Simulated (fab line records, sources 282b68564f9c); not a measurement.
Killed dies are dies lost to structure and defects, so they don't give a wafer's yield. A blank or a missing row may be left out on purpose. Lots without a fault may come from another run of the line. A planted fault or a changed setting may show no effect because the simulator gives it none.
Tool commonality check | flow rit_cmos | 14 lots, 48 wafers sampled

WHY IT WAS OPENED
At RIT_SPACER_THK_MEAS_04 the reading SPACER_NITRIDE_THK is flagged on 2 of 14 lots. Wafers without a fault read 250.7 nm, standard deviation 2.4.
Rule: a lot is flagged when every wafer of it that has a number lies more than 4 standard deviations from that mean, or none has a number. The other lots count as sound.

lot  | measured    | on            | SPACER_NITRIDE_THK (nm), wafer by wafer | flag
L109 | day 2 21:43 | film_metro-02 | 249.7 251.0 252.5                       |
L110 | day 3 03:41 | film_metro-02 | 250.1 249.9 250.7                       |
L111 | day 3 07:16 | film_metro-04 | 249.8 249.2 248.6                       |
L112 | day 3 14:11 | film_metro-03 | 249.5 247.9 249.5                       |
L113 | day 3 22:10 | film_metro-02 | 248.7 248.3 249.4                       |
L115 | day 4 10:03 | film_metro-02 | 250.2 250.8 251.0                       |
L117 | day 5 00:28 | film_metro-02 | 434.0 436.4 433.7 434.0 436.3 433.9     | FLAGGED
L118 | day 5 03:31 | film_metro-04 | 250.0 249.6 249.0                       |
L119 | day 5 06:16 | film_metro-03 | 435.3 435.2 431.4 435.4 435.0 431.4     | FLAGGED
L123 | day 5 22:44 | film_metro-02 | 252.0 249.9 250.1                       |
L126 | day 6 12:44 | film_metro-03 | 253.3 253.0 254.8                       |
L127 | day 6 17:07 | film_metro-03 | 247.8 247.1 248.6                       |
L130 | day 7 08:05 | film_metro-04 | 249.7 249.7 250.7                       |
L132 | day 7 21:16 | film_metro-04 | 255.1 252.3 253.4                       |
The numbers of the flagged lots are 434.3 nm on average: +183.6 nm against the usual, or +77 standard deviations.

WHICH TOOL RAN EACH LOT
The record holds 2 process steps before the reading, out of a route of 202 steps. In each cell: the tool, then ch and the chambers that the sampled wafers went through, then the start.
lot  | flag    | RIT_PRETRO_SOFTBAKE_02           | RIT_SPACER_CVD_03
L109 |         | litho_track-02 ch 0, day 2 05:59 | lpcvd-02 ch 1, day 2 19:46
L110 |         | litho_track-01 ch 0, day 2 11:41 | lpcvd-01 ch 0, day 3 01:46
L111 |         | litho_track-01 ch 0, day 2 15:50 | lpcvd-01 ch 1, day 3 05:21
L112 |         | litho_track-01 ch 0, day 2 21:34 | lpcvd-02 ch 1, day 3 12:16
L113 |         | litho_track-02 ch 0, day 3 01:52 | lpcvd-01 ch 0, day 3 20:15
L115 |         | litho_track-02 ch 0, day 3 13:01 | lpcvd-02 ch 1, day 4 08:06
L117 | FLAGGED | litho_track-03 ch 0, day 4 08:25 | lpcvd-02 ch 0, day 4 22:32
L118 |         | litho_track-02 ch 0, day 4 12:20 | lpcvd-01 ch 0, day 5 01:36
L119 | FLAGGED | litho_track-03 ch 0, day 4 12:16 | lpcvd-02 ch 0, day 5 03:23
L123 |         | litho_track-03 ch 0, day 5 05:30 | lpcvd-01 ch 1, day 5 20:49
L126 |         | litho_track-02 ch 0, day 5 20:16 | lpcvd-01 ch 0, day 6 10:49
L127 |         | litho_track-03 ch 0, day 6 01:26 | lpcvd-01 ch 0, day 6 15:11
L130 |         | litho_track-02 ch 0, day 6 16:18 | lpcvd-01 ch 0, day 7 06:10
L132 |         | litho_track-01 ch 0, day 7 02:25 | lpcvd-02 ch 0, day 7 19:21
What these steps do:
- RIT_PRETRO_SOFTBAKE_02: time 62.57 s.
- RIT_SPACER_CVD_03: deposits Si3N4 from SiH2Cl2/NH3, target thk 250 nm, time 3300 s.
- RIT_SPACER_THK_MEAS_04

FLAGGED OVER TOTAL, TOOL BY TOOL (the gauges that took the reading come last)
step                   | tool           | lots run | flagged | share of the flagged lots | sound lots run after its first flagged lot
RIT_PRETRO_SOFTBAKE_02 | litho_track-01 | 4        | 0       | none                      | -
RIT_PRETRO_SOFTBAKE_02 | litho_track-02 | 6        | 0       | none                      | -
RIT_PRETRO_SOFTBAKE_02 | litho_track-03 | 4        | 2       | all                       | 2 (L123,L127)
RIT_SPACER_CVD_03      | lpcvd-01       | 8        | 0       | none                      | -
RIT_SPACER_CVD_03      | lpcvd-02       | 6        | 2       | all                       | 1 (L132)
RIT_SPACER_THK_MEAS_04 | film_metro-02  | 6        | 1       | some                      | 1 (L123)
RIT_SPACER_THK_MEAS_04 | film_metro-03  | 4        | 1       | some                      | 2 (L126,L127)
RIT_SPACER_THK_MEAS_04 | film_metro-04  | 4        | 0       | none                      | -

WHAT THE TABLE ALLOWS
2 rows of the table ran every flagged lot: litho_track-03 at RIT_PRETRO_SOFTBAKE_02, lpcvd-02 at RIT_SPACER_CVD_03.
- litho_track-03 at RIT_PRETRO_SOFTBAKE_02: 2 of its 4 lots flagged. Sound lots ran on it after the first flagged one (L123, L127), which a lasting fault on the whole tool wouldn't allow.
- lpcvd-02 at RIT_SPACER_CVD_03: 2 of its 6 lots flagged. Sound lots ran on it after the first flagged one (L132), which a lasting fault on the whole tool wouldn't allow.
No row of the table ran every flagged lot and no sound lot after the first.

WHAT THE SIMULATOR HAD PUT IN
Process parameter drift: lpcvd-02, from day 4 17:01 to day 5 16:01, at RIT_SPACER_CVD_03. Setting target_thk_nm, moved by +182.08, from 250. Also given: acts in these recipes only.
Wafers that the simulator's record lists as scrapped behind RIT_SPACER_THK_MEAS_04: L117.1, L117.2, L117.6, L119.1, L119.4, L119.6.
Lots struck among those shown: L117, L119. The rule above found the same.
